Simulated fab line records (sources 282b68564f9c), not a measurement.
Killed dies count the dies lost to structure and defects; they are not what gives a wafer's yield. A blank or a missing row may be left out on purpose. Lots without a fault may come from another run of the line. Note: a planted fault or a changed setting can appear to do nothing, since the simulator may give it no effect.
Code-filled problem report in 8D (eight disciplines) form :: flow ritCmos :: the parts of the form that need people (team, actions taken, sign-off) are left out

1. THE PROBLEM
SILICIDE_TI_RS at RIT_SILICIDE_RS_MEAS_02 reads a mean of 54.2 ohm/sq on 2 wafers of 2 lots; wafers without a fault read 48.0 ohm/sq with a standard deviation of 0.67. That puts it +9.3 standard deviations away from the usual mean.
The step: measures by four-point-probe.
First observed at day 6 19:42: wafer L828.3, on filmMetro-01. The record has a number at this step for 42 wafers belonging to 14 lots. By rule, "out" or "out of limits" means more than 4 standard deviations away from the usual mean. All remaining wafers that have a number are taken as sound.

2. WHAT IT IS, AND WHAT IT ISN'T
question: which readings at this step
is: SILICIDE_TI_RS
is not: -

question: which lots
is: L828, L830
is not: L810, L811, L812, L813, L816, L817, L818, L821, L824, L826, L831, L833

question: which wafers of those lots
is: L828.3, L830.4
is not: L828.2, L828.4, L830.2, L830.3

question: read on which gauges
is: filmMetro-01
is not: filmMetro-02, filmMetro-03

question: when
is: from day 6 19:42
is not: up to then (32 sound wafers); but 8 sound wafers of L830, L831, L833 came after

3. SUSPECTS, AND WHAT RULES EACH OUT
Counting: if a tool at a process step up to the reading ran every lot that is out, it stays a suspect. Sound lots after the first of them don't rule it out here, since some wafers of a struck lot are sound.
- the gauge at RIT_SILICIDE_RS_MEAS_02 is ruled out. All the wafers that are out were read on filmMetro-01, but those of them that RIT_SILICIDE_SPUTTER_01 has rows for are out there too, on other tools.
- pvdSputter-04 at RIT_SILICIDE_SPUTTER_01 (material Ti, target thk 30 nm, time 240 s): kept. Ran every lot that is out, first one L828 (day 6 19:32); last sound lot up to then L826 (day 6 09:49). On those wafers its own readings are out: cathodeDcPowerW.
Remaining after the count: pvdSputter-04 at RIT_SILICIDE_SPUTTER_01.

4. THE CAUSE (what the simulator had put in)
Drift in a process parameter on pvdSputter-04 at RIT_SILICIDE_SPUTTER_01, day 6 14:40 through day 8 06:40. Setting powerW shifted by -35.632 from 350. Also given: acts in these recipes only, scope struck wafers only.
Only this tool survived the counting.

5. THE EFFECT CHAIN, in route order
One row per reading whose mean, taken over the struck wafers that have a number, lies over 3 standard deviations from the usual. Scope: only readings with a usual standard deviation given in the record; hours: median across lots of the time from each lot's start at the first step in this table that gives one to its start at this step; sigmas: change in usual standard deviations.
hours: 0
step: RIT_SILICIDE_SPUTTER_01
reading: cathodeDcPowerW
usual: 350.00 W
on struck wafers: 314.38
change: -35.62
sigmas: -99 or more

hours: 0
step: RIT_SILICIDE_RS_MEAS_02
reading: SILICIDE_TI_RS
usual: 48.0 ohm/sq
on struck wafers: 54.2
change: +6.2
sigmas: +9.3

hours: 0
step: RIT_SILICIDE_THK_MEAS_03
reading: SILICIDE_TI_THK
usual: 30.1 nm
on struck wafers: 27.2
change: -2.9
sigmas: -7.6
The process steps in it:
- RIT_SILICIDE_SPUTTER_01: material Ti, target thk 30 nm, time 240 s.
Later measuring or inspecting steps at which every struck wafer that the step has a row for has a number for every such reading, and none has moved that far: RIT_CONTACT_THK_MEAS_01.

6. WHAT WOULD HAVE CAUGHT IT SOONER
Counted from the fault's start at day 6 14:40, it took 5 hours until the first out-of-limits reading at a measuring or inspecting step in this record, taken at day 6 19:42.
Tool's own readings at RIT_SILICIDE_SPUTTER_01, cathodeDcPowerW: out on all struck wafers the step has rows for; an alarm limit on them would have tripped on the first.
Lots out: 2; of these, L830 started RIT_SILICIDE_SPUTTER_01 on pvdSputter-04 after day 6 19:42. It would have been spared by a hold on the tool at that moment.
